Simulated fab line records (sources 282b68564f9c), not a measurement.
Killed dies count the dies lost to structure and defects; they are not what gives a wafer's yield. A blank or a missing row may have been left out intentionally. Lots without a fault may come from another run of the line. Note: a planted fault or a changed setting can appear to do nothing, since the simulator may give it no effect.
One fault seen from 2 desks ; flow ritCmos ; numbers are kept per desk, each desk with only its own; the story behind them comes last

METROLOGY DESK
What the gauges read for every lot (on any tool): the sampled wafers with a number, averaged. A lot is out of limits, marked OUT, if its mean lies more than 4 standard deviations from the usual mean; the brackets give that distance. Readings shown: 7 of its 14, picked as those furthest out on some lot.
Columns: A = PSD_RS at RIT_SDANNEAL_RS_MEAS_04, usual 115.9 ohm/sq; B = PLDD_RS at RIT_SDANNEAL_RS_MEAS_06, usual 178.7 ohm/sq; C = CONTACT_TEOS_THK at RIT_CONTACT_THK_MEAS_01, usual 387 nm; D = cdNm at RIT_CONTACT_CD_MEAS_08, usual 999.9 nm; E = cdNm at RIT_CONTACT_CD_MEAS_90, usual 999.8 nm; F = M1_AL_RS at RIT_M1_RS_MEAS_01, usual 0.0737 ohm/sq; G = cdNm at RIT_M1_CD_MEAS_09, usual 2600.1 nm
lot;first seen here;A;B;C;D;E;F;G
L517;day 3 10:37;116.5;179.1;377;1004.3;1004.3;0.0741;2599.9
L521;day 4 07:39;116.1;179.2;387;999.4;999.5;0.0737;2600.2
L523;day 4 16:46;115.7;177.9;388;1001.0;1001.1;0.0733;2594.0
L528;day 5 22:53;116.0;178.4;383;996.1;996.0;0.0747;2602.4
L531;day 6 10:41;116.1;178.7;390;999.5;999.5;0.0723;2599.9
This desk's finding: nothing out of limits on any of the 5 lots.

FOR THE TOOL OWNER'S DESK: pecvd-01
The tool's own readings at RIT_CONTACT_CVD_00 (deposits SiO2 from TEOS, target thk 400 nm, time 59.47 s): means of the sampled wafers that have a number, for each lot that ran on this tool. A lot is out of limits, marked OUT, if its mean lies more than 4 standard deviations from the usual mean; the brackets give that distance.
Columns: A = heaterPowerW at RIT_CONTACT_CVD_00, usual 310 W; B = rfFwdPowerW at RIT_CONTACT_CVD_00, usual 396.5 W; C = susceptorTempC at RIT_CONTACT_CVD_00, usual 390.00 C
lot;first seen here;A;B;C
L517;day 3 11:41;292;397.4;389.78
L523;day 4 17:43;282;429.3 (+22) OUT;389.98
This desk's finding: out of limits on L523; first on L523, day 4 17:43 (rfFwdPowerW at RIT_CONTACT_CVD_00). L517: within limits.

BROUGHT TOGETHER
On L523, at day 4 17:43, an alarm was possible from the tool owner's desk.
Nothing out of limits was seen by the metrology desk.
The metrology desk holds a record of L523, inside its limits.
All the named lots went through RIT_CONTACT_CVD_00 on pecvd-01.

WHAT THE SIMULATOR HAD INSERTED
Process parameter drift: pecvd-01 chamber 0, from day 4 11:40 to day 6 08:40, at RIT_CONTACT_CVD_00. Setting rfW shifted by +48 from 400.
Struck lots among those shown: L523.
Each desk's first reading out of limits, in hours after the fault started: the tool owner's desk, 6.
